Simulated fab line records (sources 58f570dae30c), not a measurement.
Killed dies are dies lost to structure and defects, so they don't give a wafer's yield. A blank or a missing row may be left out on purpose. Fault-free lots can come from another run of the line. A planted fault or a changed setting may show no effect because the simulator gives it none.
What tool caused it? / flow berkeley_cmos170 / Sampling: 14 lots, 42 wafers, 5 of 331 route steps

WHAT THE GAUGES SHOWED, per wafer
UCB170_PWELL_TW_MEAS_17.
lot=L859; measured=day 3 05:17; on=film_metro-03; PWELL_TW=372 372 370
lot=L860; measured=day 3 08:16; on=film_metro-04; PWELL_TW=380 378 382
lot=L861; measured=day 3 08:38; on=film_metro-04; PWELL_TW=381 380 380
lot=L863; measured=day 4 01:13; on=film_metro-03; PWELL_TW=375 373 373
lot=L866; measured=day 4 07:49; on=film_metro-03; PWELL_TW=374 370 373
lot=L867; measured=day 4 18:18; on=film_metro-03; PWELL_TW=373 374 375
lot=L871; measured=day 5 14:53; on=film_metro-02; PWELL_TW=373 374 373
lot=L869; measured=day 5 15:09; on=film_metro-04; PWELL_TW=376 377 378
lot=L872; measured=day 5 17:55; on=film_metro-03; PWELL_TW=372 372 372
lot=L873; measured=day 5 21:46; on=film_metro-04; PWELL_TW=433 434 434
lot=L875; measured=day 6 15:28; on=film_metro-03; PWELL_TW=426 423 424
lot=L876; measured=day 6 15:45; on=film_metro-02; PWELL_TW=376 375 376
lot=L878; measured=day 7 03:28; on=film_metro-04; PWELL_TW=379 378 379
lot=L880; measured=day 7 09:16; on=film_metro-04; PWELL_TW=376 376 378

UCB170_ACTIVE_CD_MEAS_13 targets a cd of 1200 nm.
lot=L859; measured=day 4 11:00; on=cd_sem-01; cd_nm (nm)=1200.3 1201.8 1201.6
lot=L860; measured=day 4 10:53; on=cd_sem-02; cd_nm (nm)=1204.6 1202.9 1203.2
lot=L861; measured=day 4 10:49; on=cd_sem-01; cd_nm (nm)=1202.4 1201.3 1202.3
lot=L863; measured=day 5 15:02; on=cd_sem-02; cd_nm (nm)=1199.0 1197.6 1199.2
lot=L866; measured=day 5 19:15; on=cd_sem-02; cd_nm (nm)=1198.5 1199.9 1200.0
lot=L867; measured=day 6 04:47; on=cd_sem-01; cd_nm (nm)=1200.6 1200.5 1200.1
lot=L871; measured=day 6 19:04; on=cd_sem-01; cd_nm (nm)=1198.2 1199.1 1200.2
lot=L869; measured=day 6 21:22; on=cd_sem-01; cd_nm (nm)=1202.0 1203.4 1200.7
lot=L872; measured=day 6 21:40; on=cd_sem-01; cd_nm (nm)=1201.2 1201.0 1202.0
lot=L873; measured=day 7 08:20; on=cd_sem-02; cd_nm (nm)=1200.6 1199.8 1198.4
lot=L875; measured=day 7 21:32; on=cd_sem-02; cd_nm (nm)=1201.8 1203.0 1202.3
lot=L876; measured=day 7 21:54; on=cd_sem-02; cd_nm (nm)=1196.5 1198.5 1197.8
lot=L878; measured=day 8 08:46; on=cd_sem-01; cd_nm (nm)=1202.4 1202.7 1202.1
lot=L880; measured=day 8 11:25; on=cd_sem-02; cd_nm (nm)=1200.4 1201.1 1200.5

UCB170_PSD_OVL_MEAS_07.
lot=L859; measured=day 7 05:26; on=overlay-02; PSD_OVL (nm)=-5 0 3
lot=L860; measured=day 7 05:43; on=overlay-01; PSD_OVL (nm)=1 -7 -3
lot=L861; measured=day 7 05:34; on=overlay-01; PSD_OVL (nm)=-5 -2 -1
lot=L863; measured=day 8 04:47; on=overlay-02; PSD_OVL (nm)=-5 -7 -6
lot=L866; measured=day 8 04:25; on=overlay-01; PSD_OVL (nm)=-3 -6 -8
lot=L867; measured=day 8 12:17; on=overlay-01; PSD_OVL (nm)=-5 2 -2
lot=L871; measured=day 9 00:49; on=overlay-02; PSD_OVL (nm)=-3 -1 2
lot=L869; measured=day 9 00:19; on=overlay-01; PSD_OVL (nm)=3 -1 -5
lot=L872; measured=day 9 00:05; on=overlay-02; PSD_OVL (nm)=-10 2 3
lot=L873; measured=day 9 11:56; on=overlay-01; PSD_OVL (nm)=-3 -2 -7
lot=L875; measured=day 10 06:11; on=overlay-01; PSD_OVL (nm)=-3 -5 4
lot=L876; measured=day 10 06:04; on=overlay-01; PSD_OVL (nm)=-3 0 0
lot=L878; measured=day 10 15:59; on=overlay-01; PSD_OVL (nm)=-4 -7 0
lot=L880; measured=day 10 15:49; on=overlay-01; PSD_OVL (nm)=6 -4 -3

EACH LOT AND THE TOOL THAT RAN IT (in order: tool; ch and the chambers of the sampled wafers; start)
lot=L859; UCB170_PWELL_IMPLANT_15=implanter-01 ch 0, day 3 05:02; UCB170_ACTIVE_ETCH_15=rie_diel-04 ch 1,2,3, day 4 11:10
lot=L860; UCB170_PWELL_IMPLANT_15=implanter-01 ch 0, day 3 08:01; UCB170_ACTIVE_ETCH_15=rie_diel-02 ch 0,1,2, day 4 11:02
lot=L861; UCB170_PWELL_IMPLANT_15=implanter-02 ch 0, day 3 08:23; UCB170_ACTIVE_ETCH_15=rie_diel-01 ch 0,1,2, day 4 10:58
lot=L863; UCB170_PWELL_IMPLANT_15=implanter-03 ch 0, day 4 00:58; UCB170_ACTIVE_ETCH_15=rie_diel-02 ch 2,3, day 5 15:11
lot=L866; UCB170_PWELL_IMPLANT_15=implanter-01 ch 0, day 4 07:34; UCB170_ACTIVE_ETCH_15=rie_diel-01 ch 0,1,2, day 5 19:23
lot=L867; UCB170_PWELL_IMPLANT_15=implanter-01 ch 0, day 4 18:04; UCB170_ACTIVE_ETCH_15=rie_diel-02 ch 0,1, day 6 04:55
lot=L871; UCB170_PWELL_IMPLANT_15=implanter-03 ch 0, day 5 14:39; UCB170_ACTIVE_ETCH_15=rie_diel-01 ch 0,1, day 6 19:11
lot=L869; UCB170_PWELL_IMPLANT_15=implanter-02 ch 0, day 5 14:54; UCB170_ACTIVE_ETCH_15=rie_diel-04 ch 0,2,3, day 6 21:31
lot=L872; UCB170_PWELL_IMPLANT_15=implanter-02 ch 0, day 5 17:41; UCB170_ACTIVE_ETCH_15=rie_diel-01 ch 1,2,3, day 6 21:47
lot=L873; UCB170_PWELL_IMPLANT_15=implanter-02 ch 0, day 5 21:32; UCB170_ACTIVE_ETCH_15=rie_diel-01 ch 0,2,3, day 7 08:28
lot=L875; UCB170_PWELL_IMPLANT_15=implanter-02 ch 0, day 6 15:13; UCB170_ACTIVE_ETCH_15=rie_diel-02 ch 2,3, day 7 21:42
lot=L876; UCB170_PWELL_IMPLANT_15=implanter-01 ch 0, day 6 15:31; UCB170_ACTIVE_ETCH_15=rie_diel-02 ch 0,2,3, day 7 22:02
lot=L878; UCB170_PWELL_IMPLANT_15=implanter-01 ch 0, day 7 03:13; UCB170_ACTIVE_ETCH_15=rie_diel-04 ch 0,1,3, day 8 08:55
lot=L880; UCB170_PWELL_IMPLANT_15=implanter-01 ch 0, day 7 09:04; UCB170_ACTIVE_ETCH_15=rie_diel-04 ch 0,1, day 8 11:31
- UCB170_PWELL_IMPLANT_15
- UCB170_ACTIVE_ETCH_15: etches Si3N4 in CH3F/Ar/O2, stops on SiO2, target depth 242 nm, time 151 s.

WHAT THE TOOLS THEMSELVES READ (means of the sampled wafers that have a number; where no wafer has one, the mark that the record gives instead)
UCB170_PWELL_IMPLANT_15.
lot=L859; tool=implanter-01; dose_ions_cm2=4.997e+12; end_station_pressure_torr (Torr)=4.81e-06; faraday_current_uA=15.6
lot=L860; tool=implanter-01; dose_ions_cm2=5.002e+12; end_station_pressure_torr (Torr)=5.19e-06; faraday_current_uA=16.0
lot=L861; tool=implanter-02; dose_ions_cm2=5.003e+12; end_station_pressure_torr (Torr)=5.10e-06; faraday_current_uA=15.7
lot=L863; tool=implanter-03; dose_ions_cm2=5.003e+12; end_station_pressure_torr (Torr)=4.86e-06; faraday_current_uA=15.7
lot=L866; tool=implanter-01; dose_ions_cm2=4.998e+12; end_station_pressure_torr (Torr)=5.12e-06; faraday_current_uA=16.0
lot=L867; tool=implanter-01; dose_ions_cm2=5.000e+12; end_station_pressure_torr (Torr)=5.14e-06; faraday_current_uA=15.8
lot=L871; tool=implanter-03; dose_ions_cm2=5.001e+12; end_station_pressure_torr (Torr)=5.05e-06; faraday_current_uA=16.2
lot=L869; tool=implanter-02; dose_ions_cm2=4.994e+12; end_station_pressure_torr (Torr)=4.85e-06; faraday_current_uA=15.7
lot=L872; tool=implanter-02; dose_ions_cm2=5.000e+12; end_station_pressure_torr (Torr)=5.15e-06; faraday_current_uA=15.7
lot=L873; tool=implanter-02; dose_ions_cm2=7.783e+12; end_station_pressure_torr (Torr)=4.96e-06; faraday_current_uA=24.8
lot=L875; tool=implanter-02; dose_ions_cm2=7.784e+12; end_station_pressure_torr (Torr)=5.20e-06; faraday_current_uA=24.2
lot=L876; tool=implanter-01; dose_ions_cm2=5.007e+12; end_station_pressure_torr (Torr)=5.15e-06; faraday_current_uA=15.7
lot=L878; tool=implanter-01; dose_ions_cm2=4.999e+12; end_station_pressure_torr (Torr)=4.98e-06; faraday_current_uA=15.9
lot=L880; tool=implanter-01; dose_ions_cm2=4.999e+12; end_station_pressure_torr (Torr)=5.31e-06; faraday_current_uA=15.6

UCB170_ACTIVE_ETCH_15.
lot=L859; tool=rie_diel-04; O2_flow_sccm (sccm)=6.992; chamber_pressure_mTorr (mTorr)=50.00; drypump_motor_current_A (A)=5.7; mfc_ar_sccm (sccm)=49.78; oes_product_au (a.u.)=0.931; throttle_valve_pct (%)=8.05
lot=L860; tool=rie_diel-02; O2_flow_sccm (sccm)=6.996; chamber_pressure_mTorr (mTorr)=50.01; drypump_motor_current_A (A)=5.3; mfc_ar_sccm (sccm)=50.10; oes_product_au (a.u.)=0.940; throttle_valve_pct (%)=8.12
lot=L861; tool=rie_diel-01; O2_flow_sccm (sccm)=7.027; chamber_pressure_mTorr (mTorr)=49.99; drypump_motor_current_A (A)=6.1; mfc_ar_sccm (sccm)=49.97; oes_product_au (a.u.)=0.947; throttle_valve_pct (%)=8.18
lot=L863; tool=rie_diel-02; O2_flow_sccm (sccm)=6.994; chamber_pressure_mTorr (mTorr)=50.05; drypump_motor_current_A (A)=5.2; mfc_ar_sccm (sccm)=50.11; oes_product_au (a.u.)=0.925; throttle_valve_pct (%)=8.03
lot=L866; tool=rie_diel-01; O2_flow_sccm (sccm)=6.995; chamber_pressure_mTorr (mTorr)=50.01; drypump_motor_current_A (A)=6.1; mfc_ar_sccm (sccm)=50.01; oes_product_au (a.u.)=0.938; throttle_valve_pct (%)=8.18
lot=L867; tool=rie_diel-02; O2_flow_sccm (sccm)=6.975; chamber_pressure_mTorr (mTorr)=50.03; drypump_motor_current_A (A)=5.6; mfc_ar_sccm (sccm)=50.05; oes_product_au (a.u.)=0.939; throttle_valve_pct (%)=8.09
lot=L871; tool=rie_diel-01; O2_flow_sccm (sccm)=6.993; chamber_pressure_mTorr (mTorr)=50.02; drypump_motor_current_A (A)=6.3; mfc_ar_sccm (sccm)=49.99; oes_product_au (a.u.)=0.931; throttle_valve_pct (%)=8.15
lot=L869; tool=rie_diel-04; O2_flow_sccm (sccm)=7.001; chamber_pressure_mTorr (mTorr)=50.03; drypump_motor_current_A (A)=6.0; mfc_ar_sccm (sccm)=50.09; oes_product_au (a.u.)=0.942; throttle_valve_pct (%)=7.97
lot=L872; tool=rie_diel-01; O2_flow_sccm (sccm)=7.011; chamber_pressure_mTorr (mTorr)=50.05; drypump_motor_current_A (A)=6.0; mfc_ar_sccm (sccm)=50.02; oes_product_au (a.u.)=0.942; throttle_valve_pct (%)=8.18
lot=L873; tool=rie_diel-01; O2_flow_sccm (sccm)=6.997; chamber_pressure_mTorr (mTorr)=50.03; drypump_motor_current_A (A)=5.7; mfc_ar_sccm (sccm)=50.06; oes_product_au (a.u.)=0.928; throttle_valve_pct (%)=8.15
lot=L875; tool=rie_diel-02; O2_flow_sccm (sccm)=7.010; chamber_pressure_mTorr (mTorr)=49.98; drypump_motor_current_A (A)=5.0; mfc_ar_sccm (sccm)=49.86; oes_product_au (a.u.)=0.931; throttle_valve_pct (%)=8.10
lot=L876; tool=rie_diel-02; O2_flow_sccm (sccm)=6.998; chamber_pressure_mTorr (mTorr)=49.98; drypump_motor_current_A (A)=5.3; mfc_ar_sccm (sccm)=50.07; oes_product_au (a.u.)=0.939; throttle_valve_pct (%)=8.07
lot=L878; tool=rie_diel-04; O2_flow_sccm (sccm)=7.003; chamber_pressure_mTorr (mTorr)=50.02; drypump_motor_current_A (A)=6.0; mfc_ar_sccm (sccm)=50.09; oes_product_au (a.u.)=0.948; throttle_valve_pct (%)=8.04
lot=L880; tool=rie_diel-04; O2_flow_sccm (sccm)=6.977; chamber_pressure_mTorr (mTorr)=50.00; drypump_motor_current_A (A)=5.8; mfc_ar_sccm (sccm)=49.90; oes_product_au (a.u.)=0.940; throttle_valve_pct (%)=8.06

THE ANSWER, worked out from the rows above alone
Rule: usual is defined by the lots themselves. The widest of any qualifying gaps counts: lots, ordered by their means at a reading, are off when they make up no more than a third of the lots, leave a main group of 4 or more, and stand apart from it by 3 or more times the standard deviation of that group's means. The tables above print the reading to a certain number of digits; a main group whose means all agree to those digits is not used. A lot without any number at a reading at which 4 lots or more have one is off too. All remaining lots with rows at the step are treated as sound. After the gauges, taken in route order, come the tools' own readings; for these a lot's mean is taken, as printed above. The first step at which some lot is off is used, and at that step the reading that is off furthest; a lot without a number counts as furthest.
Off: L873, L875, seen at UCB170_PWELL_TW_MEAS_17 (PWELL_TW). The main group: mean 375, standard deviation 3.
A tool fits if, at a process step before that reading, it ran every lot that is off, and no sound lot after the first of them. The gauges at UCB170_PWELL_TW_MEAS_17 aren't tried: what is off there is off at UCB170_PWELL_IMPLANT_15 too, on other tools, and a gauge's error can't cause that. One fits: implanter-02 at UCB170_PWELL_IMPLANT_15. A fault onset in the window from L872 (day 5 17:41, its last sound lot) to L873 (day 5 21:32, its first lot off) fits.
The tool's own readings at UCB170_PWELL_IMPLANT_15 bear it out: on the lots that are off they differ by more than 5 times the standard deviation of the sound lots' means. dose_ions_cm2 reads 7.784e+12 there against 5.000e+12 on the sound lots; faraday_current_uA reads 24.5 there against 15.8 on the sound lots.

WHAT THE SIMULATOR PUT IN
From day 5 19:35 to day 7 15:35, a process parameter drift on implanter-02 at UCB170_PWELL_IMPLANT_15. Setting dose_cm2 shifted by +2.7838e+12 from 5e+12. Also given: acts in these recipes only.
Struck lots among those shown: L873, L875. The same result came from the rule above.
